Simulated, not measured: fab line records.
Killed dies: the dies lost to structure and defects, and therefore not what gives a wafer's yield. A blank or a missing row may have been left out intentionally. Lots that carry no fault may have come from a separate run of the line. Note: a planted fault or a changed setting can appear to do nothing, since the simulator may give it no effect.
A struck lot beside a sound one :: flow berkeley-cmos170 :: 27 out of 331 route steps
Sound: these wafers, L273.1, L273.3, L273.4. Wafers struck: L277.1, L277.5, L277.6. The cause comes at the end.
Order at every step that has rows: each side's tool, ch and its chambers, its first start. Under that, the readings that differ: sound wafers :: struck wafers :: difference of the means :: sigmas: that difference in standard deviations of wafers without a fault.
alike: readings with means less than 2 such deviations apart, plus words and numbers identical on both sides. not compared: withheld readings, readings lacking a value on some wafer, bounds such as >300 that could conceal the same value, and numbers that have no deviation in the record and whose values overlap.
Wherever a step has rows on one side only, a row that says differs or no value, or a row with sigmas, the two part there. Numbers that have no deviation but don't overlap get no sigmas and don't part them. A reading missing from all wafers of one side parts the sides only when that side holds two or more wafers.

first, 4 steps without rows for these wafers: UCB170_M2_SOFTBAKE_11 (time 60 s); UCB170_M2_EXPOSE_12 (exposes mask METAL2, target cd 700 nm); UCB170_M2_PEB_13; UCB170_M2_DEVELOP_14 (develop time 45 s).
UCB170_M2_CD_MEAS_15: target cd 700 nm.
  sound on cd-sem-01, day 9 01:25; struck on cd-sem-02, day 10 10:12
  alike: cd-nm
UCB170_M2_OVL_MEAS_16:
  sound on overlay-01, day 9 01:32; struck on overlay-01, day 10 10:19
  alike: M2_OVL
UCB170_M2_ETCH_17: etches BARC in N2/H2.
  sound on rie-diel-03 ch 1,2,3, day 9 01:34; struck on rie-diel-02 ch 0,1,2, day 10 10:22
  alike: drypump-motor-current-A, oes-product-au, throttle-valve-pct
UCB170_M2_METAL_ETCH_18: etches Al in Cl2/BCl3, stops on SiO2, target depth 1170 nm, time 195 s.
  sound on rie-metal-04 ch 0,1, day 9 01:37; struck on rie-metal-02 ch 0,1, day 10 10:24
reading: throttle-valve-pct (%)
sound: 24.77 24.79 24.73
struck: 24.31 24.20 24.31
difference: -0.49
sigmas: -2
  alike: drypump-motor-current-A, oes-product-au
  not compared: rf-hours-counter-h
UCB170_M2_STRIP_19: strips in O2.
  sound on plasma-asher-01 ch 0,1, day 9 01:48; struck on plasma-asher-01 ch 0,1, day 10 10:35
  alike: drypump-motor-current-A, oes-product-au
  not compared: rf-hours-counter-h
UCB170_M2_CD_MEAS_90: target cd 700 nm.
  sound on cd-sem-02, day 9 01:54; struck on cd-sem-02, day 10 10:41
  alike: cd-nm
UCB170_V2_CVD_00: deposits SiO2 from TEOS/O2, target thk 2000 nm, time 250 s.
  sound on pecvd-03 ch 1,2, day 9 02:01; struck on pecvd-03 ch 1,2, day 10 10:49
  alike: heater-power-w
UCB170_V2_THK_MEAS_01:
  sound on film-metro-03, day 9 02:10; struck on film-metro-01, day 10 10:58
  alike: V2_TEOS_THK
UCB170_V2_CMP_02: polishes SiO2.
  sound on cmp-02 ch 0,1,3, day 9 02:17; struck on cmp-01 ch 2,3, day 10 11:04
  no value came back on the struck wafers for edge-zone-pressure-frac, head-pressure-psi (psi), motor-current-A (A); on the sound wafers edge-zone-pressure-frac reads 1.004 1.002 1.005
reading: model.SiO2_of_V2_CVD_00.thk-nm (nm)
sound: 999.9 998.7 999.3
struck: 1992 2014 2004
difference: +1004
sigmas: 
UCB170_V2_BOW_MEAS_03:
  sound on film-metro-04, day 9 02:32; struck on film-metro-04, day 10 11:19
reading: V2_BOW (um)
sound: 31 37 45
struck: 74 56 61
difference: +26
sigmas: +4
UCB170_V2_THK_MEAS_04:
  sound on film-metro-04, day 9 02:39; struck on film-metro-04, day 10 11:26
reading: V2_POLISHED_THK (nm)
sound: 999.4 998.6 999.6
struck: 1991.4 2014.7 2004.5
difference: +1004.3
sigmas: +99 or more
then, 7 steps without rows for these wafers: UCB170_V2_CLEAN_05 (cleans in DIW); UCB170_V2_HMDS_06 (prime time 60 s); UCB170_V2_COAT_07 (resist thk 900 nm); UCB170_V2_SOFTBAKE_08 (time 60 s); UCB170_V2_EXPOSE_09 (exposes mask VIA2, target cd 700 nm); UCB170_V2_PEB_10; UCB170_V2_DEVELOP_11 (develop time 45 s).
UCB170_V2_CD_MEAS_12: target cd 700 nm.
  sound on cd-sem-02, day 9 04:08; struck on cd-sem-02, day 10 12:46
  alike: cd-nm
UCB170_V2_OVL_MEAS_13:
  sound on overlay-02, day 9 04:15; struck on overlay-02, day 10 12:53
  alike: V2_OVL
UCB170_V2_ETCH_14: etches SiO2 in CHF3/CF4/Ar, stops on Al, target depth 1250 nm, time 301.1 s.
  sound on rie-diel-01 ch 0,1,2, day 9 04:17; struck on rie-diel-04 ch 0,2,3, day 10 12:56
reading: oes-product-au (a.u.)
sound: 0.864 0.873 0.874
struck: 1.612 1.605 1.609
difference: +0.738
sigmas: +97

reading: model.etch.depth-nm (nm)
sound: 999.9 998.7 999.3
struck: 1303 1264 1281
difference: +283
sigmas: 

reading: model.V2.feature-depth-nm (nm)
sound: 1001 999.8 1000
struck: 1303 1264 1281
difference: +282
sigmas: 
  alike: drypump-motor-current-A, throttle-valve-pct
  not compared: rf-hours-counter-h
UCB170_V2_STRIP_15: strips in O2.
  sound on plasma-asher-03 ch 0,1, day 9 04:28; struck on plasma-asher-02 ch 0,1, day 10 13:07
  alike: drypump-motor-current-A, oes-product-au, strip-time-to-endpoint-s
  not compared: rf-hours-counter-h
UCB170_M3_PROBE_99:
  rows exist in the record for the struck wafers here (prober-02, day 10 16:36), but not for the sound ones

## WHERE THEY PART
First at UCB170_M2_METAL_ETCH_18; last, within this record, at UCB170_M3_PROBE_99.

WHY: the cause the simulator had injected
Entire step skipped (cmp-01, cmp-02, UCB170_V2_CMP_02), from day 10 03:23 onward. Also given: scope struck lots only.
